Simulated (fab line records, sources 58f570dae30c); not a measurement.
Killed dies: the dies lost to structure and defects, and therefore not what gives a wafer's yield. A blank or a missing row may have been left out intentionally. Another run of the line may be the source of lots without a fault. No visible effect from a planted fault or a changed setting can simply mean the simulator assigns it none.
Comparing a struck lot with a sound one || flow berkeley-cmos170 || 17 out of 331 route steps
Sound: these wafers, L130.2, L130.3, L130.4. The struck wafers were L115.2, L115.5, L115.6. At the end, the cause is stated.
For every step that has rows: the tool of each side, followed by ch and its chambers, followed by its first start. Under that, the readings that differ: sound wafers || struck wafers || difference of the means || sigmas: that difference in standard deviations of wafers without a fault.
alike: readings with means less than 2 such deviations apart, plus words and numbers identical on both sides. not compared: withheld readings, readings lacking a value on some wafer, bounds such as >300 that could conceal the same value, and numbers that have no deviation in the record and whose values overlap.
The two part at a step that has a row with sigmas, a row that says differs or no value, or rows on one side only. Numbers that have no deviation but don't overlap get no sigmas and don't part them. Lack of a reading on every wafer of one side parts them only where that side has two or more wafers.

first, 4 steps without rows for these wafers: UCB170_NVT_SOFTBAKE_02 (time 60 s); UCB170_NVT_EXPOSE_03 (exposes mask PWELL, target cd 3000 nm); UCB170_NVT_PEB_04; UCB170_NVT_DEVELOP_05 (develop time 45 s).
UCB170_NVT_OVL_MEAS_06:
  sound on overlay-01 at day 9 19:14; struck on overlay-01 at day 6 11:19
  alike: NVT_OVL
following that, these wafers have no rows for 1 step: UCB170_NVT_IMPLANT_07.
UCB170_NVT_STRIP_08: strips in O2.
  sound on plasma-asher-04 ch 0,1, day 9 19:25; struck on plasma-asher-01 ch 0,1, day 6 11:29
  alike: drypump-motor-current-A, oes-product-au, strip-time-to-endpoint-s
  not compared: rf-hours-counter-h
UCB170_NVT_TW_MEAS_09:
  sound on film-metro-01 at day 9 19:32; struck on film-metro-01 at day 6 11:36
  alike: NVT_TW
then, 4 steps without rows for these wafers: UCB170_NVT_CLEAN_10 (cleans in SPM, time 600 s); UCB170_PVT_HMDS_00 (prime time 60 s); UCB170_PVT_COAT_01 (resist thk 900 nm); UCB170_PVT_SOFTBAKE_02 (time 60 s).
UCB170_PVT_EXPOSE_03: exposes mask NWELL, target cd 3000 nm.
  sound on krf-scanner-01 ch 0, day 9 20:42; struck on krf-scanner-02 ch 0, day 6 13:13
{"reading": "model.PVT.overlay-x-nm (nm)", "sound": "-10.27 -10.27 -10.27", "struck": "914.7 914.7 914.7", "difference": "+925.0", "sigmas": ""}
  alike: mask, exposure-dose-mJ-cm2
then, 2 steps without rows for these wafers: UCB170_PVT_PEB_04; UCB170_PVT_DEVELOP_05 (develop time 45 s).
UCB170_PVT_OVL_MEAS_06:
  sound on overlay-01 at day 9 21:05; struck on overlay-01 at day 6 14:30
{"reading": "PVT_OVL (nm)", "sound": "-5 -12 -16", "struck": "914 906 906", "difference": "+920", "sigmas": "+99 or more"}
  not compared: hold
UCB170_M3_PROBE_99:
  sound wafers here have rows in the record (prober-02, day 12 07:16); struck ones have none

## WHERE THEY PART
First at UCB170_PVT_OVL_MEAS_06; last, within this record, at UCB170_M3_PROBE_99.

WHY: what had been put in by the simulator
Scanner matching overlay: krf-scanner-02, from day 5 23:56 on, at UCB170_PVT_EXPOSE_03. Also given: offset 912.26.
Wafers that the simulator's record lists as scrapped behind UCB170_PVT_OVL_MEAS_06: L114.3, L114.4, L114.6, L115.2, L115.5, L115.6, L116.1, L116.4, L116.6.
